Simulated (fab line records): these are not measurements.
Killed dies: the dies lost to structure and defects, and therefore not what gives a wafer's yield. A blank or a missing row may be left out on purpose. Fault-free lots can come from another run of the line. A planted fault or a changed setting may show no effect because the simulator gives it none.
Split-lot trial + flow berkeley cmos170 + 5 lots, 23 wafers read, on a route of 331 steps

## SPLIT DETAILS
At UCB170_PLDD_PEB_04, the setting peb temp c was moved away from the recipe's 130 C on 5 of the 23 wafers read, by -3.0% to +1.8%. For the rest of the wafers, this setting stayed at what the recipe calls for.

## FROM THE SPLIT TO THE READING: what the file shows between them, 1 step
- UCB170_PLDD_DEVELOP_05: develop time 45 s

## THE READING
Shown in nm: cd nm at UCB170_PLDD_CD_MEAS_06, with target cd 1200 nm. Fault-free wafers of this fab line usually give 1199.1 nm, standard deviation 1.4 nm.

| wafer  | tool, chamber at the split | peb temp c as run, C | against the recipe | cd nm, nm | against lot-mates on the recipe |
|--------|----------------------------|----------------------|--------------------|-----------|---------------------------------|
| L078.1 | litho track-04, 0          | 130                  | recipe             | 1197.3    | -                               |
| L078.2 | litho track-04, 0          | 130                  | recipe             | 1198.2    | -                               |
| L078.3 | litho track-04, 0          | 130                  | recipe             | 1198.8    | -                               |
| L078.4 | litho track-04, 0          | 130                  | recipe             | 1198.1    | -                               |
| L078.5 | litho track-04, 0          | 130                  | recipe             | 1200.2    | -                               |
| L082.1 | litho track-04, 0          | 130                  | recipe             | 1197.8    | -                               |
| L082.2 | litho track-04, 0          | 132.4                | +1.8%              | 1212.3    | +13.4                           |
| L082.3 | litho track-04, 0          | 130                  | recipe             | 1200.0    | -                               |
| L082.4 | litho track-04, 0          | 132.4                | +1.8%              | 1212.7    | +13.8                           |
| L082.5 | litho track-04, 0          | 132.4                | +1.8%              | 1213.2    | +14.3                           |
| L083.1 | litho track-04, 0          | 130                  | recipe             | 1199.3    | -                               |
| L083.2 | litho track-04, 0          | 130                  | recipe             | 1199.0    | -                               |
| L083.4 | litho track-04, 0          | 130                  | recipe             | 1200.8    | -                               |
| L083.5 | litho track-04, 0          | 130                  | recipe             | 1197.7    | -                               |
| L083.6 | litho track-04, 0          | 130                  | recipe             | 1201.2    | -                               |
| L084.1 | litho track-01, 0          | 130                  | recipe             | 1199.2    | -                               |
| L084.5 | litho track-01, 0          | 130                  | recipe             | 1200.1    | -                               |
| L084.6 | litho track-01, 0          | 130                  | recipe             | 1198.9    | -                               |
| L085.1 | litho track-02, 0          | 130                  | recipe             | 1198.8    | -                               |
| L085.2 | litho track-02, 0          | 130                  | recipe             | 1200.0    | -                               |
| L085.3 | litho track-02, 0          | 126.1                | -3.0%              | 1168.6    | -30.8                           |
| L085.4 | litho track-02, 0          | 126.1                | -3.0%              | 1169.6    | -29.8                           |
| L085.6 | litho track-02, 0          | 130                  | recipe             | 1199.3    | -                               |

THE FIT
A straight line over all 23 wafers: cd nm changes by +9.04 nm for each +1% of peb temp c; r = +0.99; the points scatter about the line by 1.6 nm.
The same after taking each lot's own level away (the mean of its wafers on the recipe; 23 wafers): +9.14 nm for each +1%; r = +0.99; scatter 1.6 nm.
The reading moves by 27 nm for the largest change in peb temp c, on that fit.
The span of the lots' own levels, 1198.52 to 1199.60 nm, comes to 0.8 times the standard deviation stated above.
Hence the lot-to-lot level has little effect on the slope; both slopes agree.
Check: with one of the wafers moved furthest among these (-3.0%) left out of the fit, the line predicts -26.5 nm for it against its lot-mates. Against them it came out at -30.8 nm.

## OTHER SPLITS ON THESE WAFERS
These wafers also went through other splits before the reading. Each is held against what the fit with the lots' levels taken away leaves over:
| other split on the same wafers      | wafers away from the commonest value | r with cd nm (lot level and that fit taken away) |
|-------------------------------------|--------------------------------------|--------------------------------------------------|
| UCB170_NWELL_COAT_07 spin rpm       | 9                                    | -0.04                                            |
| UCB170_NWELL_ETCH_13 rf w           | 6                                    | +0.27                                            |
| UCB170_PFIELD_COAT_01 resist thk nm | 7                                    | -0.23                                            |
| UCB170_FIELD_OXIDATION_01 ox time s | 18                                   | -0.02                                            |
| UCB170_SACOX_OXIDATION_01 ox time s | 10                                   | +0.06                                            |
| UCB170_PVT_SOFTBAKE_02 time s       | 7                                    | +0.19                                            |
| UCB170_PLDD_COAT_01 resist thk nm   | 6                                    | -0.58                                            |

## FILE'S OWN FIT
cd nm changes by +9.38 nm for each +1% of peb temp c, r = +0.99.
